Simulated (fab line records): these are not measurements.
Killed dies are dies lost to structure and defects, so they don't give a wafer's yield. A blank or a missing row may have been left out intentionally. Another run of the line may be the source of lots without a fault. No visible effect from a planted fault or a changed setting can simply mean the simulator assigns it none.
A lot that was struck, set against a sound lot	flow rit-cmos	14 steps out of a route of 202
Sound: these wafers, L969.2, L969.4, L969.6. The struck wafers were L957.1, L957.2, L957.4. The cause is named last.
For every step that has rows: the tool of each side, followed by ch and its chambers, followed by its first start. Under that, the readings that differ: sound wafers	struck wafers	difference of the means	sigmas: that difference in standard deviations of wafers without a fault.
alike: readings whose means differ by less than 2 such deviations, and words and numbers that are the same on both sides. not compared: withheld readings, readings that some wafer has no value for, bounds like >300 that may hide the same value, and numbers for which the record gives no deviation and whose values overlap.
The two part at a step that has a row with sigmas, a row that says differs or no value, or rows on one side only. Numbers that have no deviation but don't overlap get no sigmas and don't part them. A reading that every wafer of one side lacks parts them only if that side has two wafers or more.

first, 2 steps without rows for these wafers: RIT_PLDD_PEB_04; RIT_PLDD_DEVELOP_05 (develop time 50 s).
RIT_PLDD_OVL_MEAS_06:
  sound on overlay-02 at day 6 14:35; struck on overlay-02 at day 3 21:59
reading	sound	struck	difference	sigmas
PLDD_OVL (nm)	-0.1 -0.5 2.0	-2.8 -2.1 -0.4	-2.2	-2
then, 2 steps without rows for these wafers: RIT_PLDD_HARDBAKE_07 (time 60 s); RIT_PLDD_IMPLANT_08.
RIT_PLDD_STRIP_09: strips in O2, time 180 s.
  sound on plasma-asher-03 ch 0,1, day 6 14:55; struck on plasma-asher-03 ch 0,1, day 3 22:19
  alike: chamber-pressure-mTorr, drypump-motor-current-A
  not compared: rf-hours-counter-h
RIT_PLDD_TW_MEAS_10:
  sound on film-metro-04 at day 6 15:07; struck on film-metro-01 at day 3 22:29
  alike: PLDD_TW
then, 4 steps without rows for these wafers: RIT_SPACER_CLEAN_00 (cleans in SC1, time 600 s); RIT_SPACER_CLEAN_01 (cleans in dHF, time 30 s); RIT_SPACER_CLEAN_02 (cleans in SC2, time 600 s); RIT_SPACER_CVD_03 (deposits Si3N4 from SiH2Cl2/NH3, target thk 250 nm, time 3300 s).
RIT_SPACER_THK_MEAS_04:
  sound on film-metro-01 at day 6 17:27; struck on film-metro-02 at day 4 01:32
reading	sound	struck	difference	sigmas
SPACER_NITRIDE_THK (nm)	250.7 250.3 250.0	245.5 246.5 243.5	-5.2	-2
RIT_SPACER_ETCHBACK_05: etches Si3N4 in SF6/CHF3, stops on SiO2, target depth 250 nm, time 246.9 s.
  sound on rie-diel-02 ch 0,1,2, day 6 17:30; struck on rie-diel-03 ch 1,2,3, day 4 01:36
  no value came back on the struck wafers for any of 7 readings (CHF3_flow_sccm (sccm), SF6_flow_sccm (sccm) and others); on the sound wafers CHF3_flow_sccm (sccm) reads 30.17 30.20 29.95
reading	sound	struck	difference	sigmas
model.poly-Si_of_GATE_CVD_08.thk-nm (nm)	162.3 165.4 164.1	230.9 231.5 228.9	+66.5	
model.Si3N4_of_SPACER_CVD_03.thk-nm (nm)	195.3 195.2 194	245.4 246.5 243.7	+50.4	
model.SiO2_of_FOX2_OXIDATION_00.thk-nm (nm)	186.6 181.2 182.1	224 226.3 218.3	+40	
  not compared: rf-hours-counter-h
RIT_M1_PROBE_99:
  sound on prober-01 at day 7 05:46; struck on prober-01 at day 4 12:49
reading	sound	struck	difference	sigmas
killed-at-front-end	4	264 264 264	+260	+93
killed-dies	4	264 264 264	+260	+93
killed-on-rim	1	70 70 70	+69	+58
killed-open	0	0 9 4	+4	+2
  alike: killed-at-contacts, killed-short

== WHERE THEY PART ==
Earliest at RIT_PLDD_OVL_MEAS_06; latest, in this record, at RIT_M1_PROBE_99.

WHY: the cause the simulator had injected
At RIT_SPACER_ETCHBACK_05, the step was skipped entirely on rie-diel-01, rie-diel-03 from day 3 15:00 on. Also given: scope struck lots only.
